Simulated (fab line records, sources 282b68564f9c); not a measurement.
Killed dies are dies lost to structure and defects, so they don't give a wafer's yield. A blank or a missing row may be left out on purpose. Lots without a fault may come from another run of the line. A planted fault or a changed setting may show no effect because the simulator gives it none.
Tool commonality check | flow rit_cmos | 14 lots, 42 wafers sampled

WHY IT WAS OPENED
At RIT_NRETRO_TW_MEAS_10 the reading NRETRO_TW is flagged on 2 of 14 lots. Wafers without a fault read 1052, standard deviation 14.
Rule: a lot is flagged when every wafer of it that has a number lies more than 4 standard deviations from that mean, or none has a number. The other lots count as sound.

lot  | measured    | on            | NRETRO_TW, wafer by wafer | flag
L572 | day 2 07:19 | film_metro-03 | 1042 1040 1042            |
L573 | day 2 13:52 | film_metro-02 | 1069 1071 1070            |
L574 | day 2 20:04 | film_metro-03 | 1037 1045 1036            |
L575 | day 2 21:20 | film_metro-03 | 1042 1037 1040            |
L576 | day 3 02:41 | film_metro-03 | 1042 1043 1045            |
L577 | day 3 09:52 | film_metro-03 | 1048 1046 1047            |
L580 | day 4 02:20 | film_metro-02 | 1059 1065 1061            |
L581 | day 4 07:17 | film_metro-02 | 1071 1070 1064            |
L582 | day 4 08:47 | film_metro-01 | 1067 1066 1065            |
L583 | day 4 13:50 | film_metro-02 | 1069 1068 1065            |
L585 | day 5 01:06 | film_metro-03 | 1035 1033 1036            |
L586 | day 5 05:52 | film_metro-03 | 959 954 957               | FLAGGED
L587 | day 5 10:56 | film_metro-03 | 950 952 958               | FLAGGED
L591 | day 6 08:40 | film_metro-03 | 1039 1033 1034            |
The numbers of the flagged lots are 955 on average: -97 against the usual, or -7 standard deviations.

WHICH TOOL RAN EACH LOT
The record holds 1 process step before the reading, out of a route of 202 steps. In each cell: the tool, then ch and the chambers that the sampled wafers went through, then the start.
lot  | flag    | RIT_NRETRO_IMPLANT_08
L572 |         | implanter-02 ch 0, day 2 06:59
L573 |         | implanter-03 ch 0, day 2 13:32
L574 |         | implanter-02 ch 0, day 2 19:47
L575 |         | implanter-03 ch 0, day 2 21:01
L576 |         | implanter-02 ch 0, day 3 02:22
L577 |         | implanter-03 ch 0, day 3 09:32
L580 |         | implanter-04 ch 0, day 4 02:01
L581 |         | implanter-04 ch 0, day 4 06:58
L582 |         | implanter-02 ch 0, day 4 08:27
L583 |         | implanter-04 ch 0, day 4 13:31
L585 |         | implanter-03 ch 0, day 5 00:46
L586 | FLAGGED | implanter-03 ch 0, day 5 05:33
L587 | FLAGGED | implanter-03 ch 0, day 5 10:38
L591 |         | implanter-02 ch 0, day 6 08:20
What these steps do:
- RIT_NRETRO_IMPLANT_08
- RIT_NRETRO_TW_MEAS_10

FLAGGED OVER TOTAL, TOOL BY TOOL (the gauges that took the reading come last)
step                  | tool          | lots run | flagged | share of the flagged lots | sound lots run after its first flagged lot
RIT_NRETRO_IMPLANT_08 | implanter-02  | 5        | 0       | none                      | -
RIT_NRETRO_IMPLANT_08 | implanter-03  | 6        | 2       | all                       | 0
RIT_NRETRO_IMPLANT_08 | implanter-04  | 3        | 0       | none                      | -
RIT_NRETRO_TW_MEAS_10 | film_metro-01 | 1        | 0       | none                      | -
RIT_NRETRO_TW_MEAS_10 | film_metro-02 | 4        | 0       | none                      | -
RIT_NRETRO_TW_MEAS_10 | film_metro-03 | 9        | 2       | all                       | 1 (L591)

WHAT THE TABLE ALLOWS
2 rows of the table ran every flagged lot: implanter-03 at RIT_NRETRO_IMPLANT_08, film_metro-03 at RIT_NRETRO_TW_MEAS_10.
- implanter-03 at RIT_NRETRO_IMPLANT_08: 2 of its 6 lots flagged. Its last sound lot is L585 (day 5 00:46), its first flagged lot L586 (day 5 05:33): a fault that began between those two fits. Its own readings lie more than 4 standard deviations out on every wafer of the flagged lots: dose_ions_cm2, faraday_current_uA.
- film_metro-03 at RIT_NRETRO_TW_MEAS_10: 2 of its 9 lots flagged. Sound lots ran on it after the first flagged one (L591), which a lasting fault on the whole tool wouldn't allow.
One tool is left: implanter-03 at RIT_NRETRO_IMPLANT_08.

WHAT THE SIMULATOR HAD PUT IN
Process parameter drift: implanter-03, from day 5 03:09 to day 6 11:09, at RIT_NRETRO_IMPLANT_08. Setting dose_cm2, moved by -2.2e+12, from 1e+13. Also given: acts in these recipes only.
Lots struck among those shown: L586, L587. The rule above found the same.
